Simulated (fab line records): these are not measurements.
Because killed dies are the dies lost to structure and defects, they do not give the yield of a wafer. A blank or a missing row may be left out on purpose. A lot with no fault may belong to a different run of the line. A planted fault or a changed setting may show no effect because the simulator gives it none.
Tool commonality check + flow berkeley-cmos170 + Lots sampled 15, wafers sampled 45

REASON IT WAS OPENED
At UCB170_PVT_TW_MEAS_09 the reading PVT_TW is flagged on 3 of 15 lots. Fault-free wafers read 507, with a standard deviation of 3.1.
Rule: a lot is flagged in two cases, either no wafer of it has a number, or all its wafers with numbers fall more than 4 standard deviations from that mean. The rest of the lots are taken to be sound.

| lot  | measured     | on            | PVT_TW, wafer by wafer | flag    |
|------|--------------|---------------|------------------------|---------|
| L257 | day 5 13:04  | film-metro-03 | 507 508 510            |         |
| L259 | day 5 23:39  | film-metro-01 | 507 507 505            |         |
| L258 | day 6 00:19  | film-metro-04 | 504 503 503            |         |
| L260 | day 6 11:42  | film-metro-03 | 511 509 510            |         |
| L261 | day 6 11:50  | film-metro-04 | 501 501 504            |         |
| L262 | day 7 04:52  | film-metro-04 | 504 502 503            |         |
| L263 | day 7 04:58  | film-metro-03 | 511 511 511            |         |
| L264 | day 7 12:08  | film-metro-01 | 506 505 507            |         |
| L265 | day 7 12:26  | film-metro-01 | 505 505 505            |         |
| L266 | day 8 00:49  | film-metro-04 | 505 504 506            |         |
| L269 | day 8 05:42  | film-metro-03 | 507 508 510            |         |
| L270 | day 9 01:56  | film-metro-03 | 629 635 633            | FLAGGED |
| L271 | day 9 02:01  | film-metro-01 | 634 632 631            | FLAGGED |
| L274 | day 9 20:58  | film-metro-03 | 635 633 631            | FLAGGED |
| L276 | day 10 01:46 | film-metro-03 | 510 510 513            |         |
The numbers of the flagged lots are 633 on average: +126 against the usual, or +41 standard deviations.

WHICH TOOL EACH LOT WENT THROUGH
2 process steps preceding the reading are held in the record, out of 331 steps in the route. In each cell: the tool, then ch and the chambers that the sampled wafers went through, then the start.
| lot  | flag    | UCB170_NWELL_STRIP_15               | UCB170_PVT_IMPLANT_07           |
|------|---------|-------------------------------------|---------------------------------|
| L257 |         | plasma-asher-02 ch 0,1, day 2 11:12 | implanter-04 ch 0, day 5 12:49  |
| L259 |         | plasma-asher-02 ch 0,1, day 2 19:21 | implanter-04 ch 0, day 5 23:25  |
| L258 |         | plasma-asher-01 ch 0,1, day 2 19:06 | implanter-01 ch 0, day 6 00:07  |
| L260 |         | plasma-asher-03 ch 0,1, day 3 05:53 | implanter-04 ch 0, day 6 11:29  |
| L261 |         | plasma-asher-02 ch 0,1, day 3 06:08 | implanter-01 ch 0, day 6 11:35  |
| L262 |         | plasma-asher-02 ch 1, day 3 12:38   | implanter-01 ch 0, day 7 04:37  |
| L263 |         | plasma-asher-03 ch 0, day 3 16:31   | implanter-04 ch 0, day 7 04:43  |
| L264 |         | plasma-asher-01 ch 0,1, day 3 21:51 | implanter-02 ch 0, day 7 11:54  |
| L265 |         | plasma-asher-03 ch 0,1, day 4 00:23 | implanter-01 ch 0, day 7 12:11  |
| L266 |         | plasma-asher-03 ch 0,1, day 4 06:53 | implanter-02 ch 0, day 8 00:35  |
| L269 |         | plasma-asher-03 ch 0,1, day 5 01:45 | implanter-04 ch 0, day 8 05:27  |
| L270 | FLAGGED | plasma-asher-03 ch 0, day 5 07:04   | implanter-04 ch 0, day 9 01:22  |
| L271 | FLAGGED | plasma-asher-02 ch 0,1, day 5 11:40 | implanter-01 ch 0, day 9 01:29  |
| L274 | FLAGGED | plasma-asher-03 ch 0,1, day 6 01:02 | implanter-02 ch 0, day 9 20:23  |
| L276 |         | plasma-asher-02 ch 0,1, day 6 16:45 | implanter-02 ch 0, day 10 01:32 |
What is done by these steps:
- UCB170_NWELL_STRIP_15: strips in O2.
- UCB170_PVT_IMPLANT_07
- UCB170_PVT_TW_MEAS_09

FLAGGED AGAINST TOTAL, ONE TOOL AT A TIME (gauges that did the reading follow at the end)
| step                  | tool            | lots run | flagged | share of the flagged lots | sound lots run after its first flagged lot |
|-----------------------|-----------------|----------|---------|---------------------------|--------------------------------------------|
| UCB170_NWELL_STRIP_15 | plasma-asher-01 | 2        | 0       | none                      | -                                          |
| UCB170_NWELL_STRIP_15 | plasma-asher-02 | 6        | 1       | some                      | 1 (L276)                                   |
| UCB170_NWELL_STRIP_15 | plasma-asher-03 | 7        | 2       | some                      | 0                                          |
| UCB170_PVT_IMPLANT_07 | implanter-01    | 5        | 1       | some                      | 0                                          |
| UCB170_PVT_IMPLANT_07 | implanter-02    | 4        | 1       | some                      | 1 (L276)                                   |
| UCB170_PVT_IMPLANT_07 | implanter-04    | 6        | 1       | some                      | 0                                          |
| UCB170_PVT_TW_MEAS_09 | film-metro-01   | 4        | 1       | some                      | 0                                          |
| UCB170_PVT_TW_MEAS_09 | film-metro-03   | 7        | 2       | some                      | 1 (L276)                                   |
| UCB170_PVT_TW_MEAS_09 | film-metro-04   | 4        | 0       | none                      | -                                          |

WHAT THE TABLE PERMITS
No row of the table ran every flagged lot.

WHAT HAD BEEN PUT IN BY THE SIMULATOR
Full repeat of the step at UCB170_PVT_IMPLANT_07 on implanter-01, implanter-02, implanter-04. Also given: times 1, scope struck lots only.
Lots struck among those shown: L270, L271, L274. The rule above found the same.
